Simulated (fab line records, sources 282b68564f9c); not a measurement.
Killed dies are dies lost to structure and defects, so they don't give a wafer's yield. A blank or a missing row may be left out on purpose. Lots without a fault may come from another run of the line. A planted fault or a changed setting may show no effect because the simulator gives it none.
Split-lot experiment | flow rit_cmos | 5 lots, 23 wafers read, on a route of 202 steps

THE SPLIT
At RIT_PSD_IMPLANT_08, the setting energy_kev was moved away from the recipe's 27 on 8 of the 23 wafers read, by -3.0% to -2.3%. The other wafers ran this setting at the recipe's value.

The reading is taken at the split's own step.

THE READING
implant.drp_nm (the simulator's own value, which no gauge read), in nm, at RIT_PSD_IMPLANT_08. The file gives no usual value for it.

wafer  | tool, chamber at the split | energy_kev as run | against the recipe | implant.drp_nm, nm | against lot-mates on the recipe
L075.1 | implanter-02, 0            | 27                | recipe             | 12.05              | -
L075.2 | implanter-02, 0            | 27                | recipe             | 12.05              | -
L075.4 | implanter-02, 0            | 27                | recipe             | 12.05              | -
L077.1 | implanter-03, 0            | 26.2              | -3.0%              | 11.79              | -0.26
L077.5 | implanter-03, 0            | 26.2              | -3.0%              | 11.79              | -0.26
L077.6 | implanter-03, 0            | 26.2              | -3.0%              | 11.79              | -0.26
L077.3 | implanter-03, 0            | 27                | recipe             | 12.05              | -
L077.4 | implanter-03, 0            | 27                | recipe             | 12.05              | -
L079.1 | implanter-02, 0            | 26.39             | -2.3%              | 11.85              | -0.20
L079.3 | implanter-02, 0            | 26.39             | -2.3%              | 11.85              | -0.20
L079.6 | implanter-02, 0            | 26.39             | -2.3%              | 11.85              | -0.20
L079.2 | implanter-02, 0            | 27                | recipe             | 12.05              | -
L079.4 | implanter-02, 0            | 27                | recipe             | 12.05              | -
L082.1 | implanter-03, 0            | 27                | recipe             | 12.05              | -
L082.2 | implanter-03, 0            | 27                | recipe             | 12.05              | -
L082.4 | implanter-03, 0            | 27                | recipe             | 12.05              | -
L082.5 | implanter-03, 0            | 27                | recipe             | 12.05              | -
L082.6 | implanter-03, 0            | 27                | recipe             | 12.05              | -
L084.1 | implanter-03, 0            | 27                | recipe             | 12.05              | -
L084.2 | implanter-03, 0            | 27                | recipe             | 12.05              | -
L084.6 | implanter-03, 0            | 27                | recipe             | 12.05              | -
L084.3 | implanter-03, 0            | 26.24             | -2.8%              | 11.81              | -0.24
L084.5 | implanter-03, 0            | 26.24             | -2.8%              | 11.81              | -0.24

THE FIT
A straight line over all 23 wafers: implant.drp_nm changes by +0.0872 nm for each +1% of energy_kev; r = +1.00; the points scatter about the line by 0.0021 nm.
The same after taking each lot's own level away (the mean of its wafers on the recipe; 23 wafers): +0.0872 nm for each +1%; r = +1.00; scatter 0.0021 nm.
On that fit, the largest move of energy_kev shifts the reading by 0.26 nm.
The lots' own levels span 12.050 to 12.050 nm.
So the lot-to-lot level changes the slope little: the two slopes agree.
Check: with one of the wafers moved furthest among these (-3.0%) left out of the fit, the line predicts -0.258 nm for it against its lot-mates. It came out at -0.26 nm against them.

OTHER SPLITS ON THESE WAFERS
These wafers also went through other splits before the reading. Each is held against what the fit with the lots' levels taken away leaves over:
other split on the same wafers       | wafers away from the commonest value | r with implant.drp_nm (lot level and that fit taken away)
RIT_ACTIVE_CVD_03 sih2cl2_flow_sccm  | 15                                   | -0.24
RIT_ACTIVE_DEVELOP_10 develop_time_s | 7                                    | +0.04
RIT_ACTIVE_STRIP_14 pressure_mtorr   | 15                                   | +0.22
RIT_FOX2_OXIDATION_00 ox_time_s      | 10                                   | -0.42
RIT_NWELL_IMPLANT_08 energy_kev      | 6                                    | -0.17
RIT_NRETRO_COAT_01 spin_rpm          | 7                                    | -0.26
RIT_NLDD_IMPLANT_08 energy_kev       | 6                                    | +0.30
RIT_PLDD_IMPLANT_08 energy_kev       | 10                                   | +0.27
RIT_SPACER_CLEAN_01 time_s           | 15                                   | -0.60
RIT_PSD_COAT_01 spin_rpm             | 8                                    | +0.57

THE WHOLE CHAIN: every reading that the file lists as answering this split, in the file's order
step                    | what it does                 | reading                                                         | change (the file's fit)                                                           | r (the file's)
RIT_PSD_IMPLANT_08      |                              | implant.drp_nm (the simulator's own value, which no gauge read) | +0.0852 nm for each +1% of the setting                                            | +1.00
RIT_SDANNEAL_RS_MEAS_04 | measures by four-point-probe | PSD_RS                                                          | -0.598 for each +1% of the setting, in a fit together with time_s@SDANNEAL_RTA_03 | 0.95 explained

THE FILE'S OWN FIT
implant.drp_nm changes by +0.0852 nm for each +1% of energy_kev, r = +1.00.
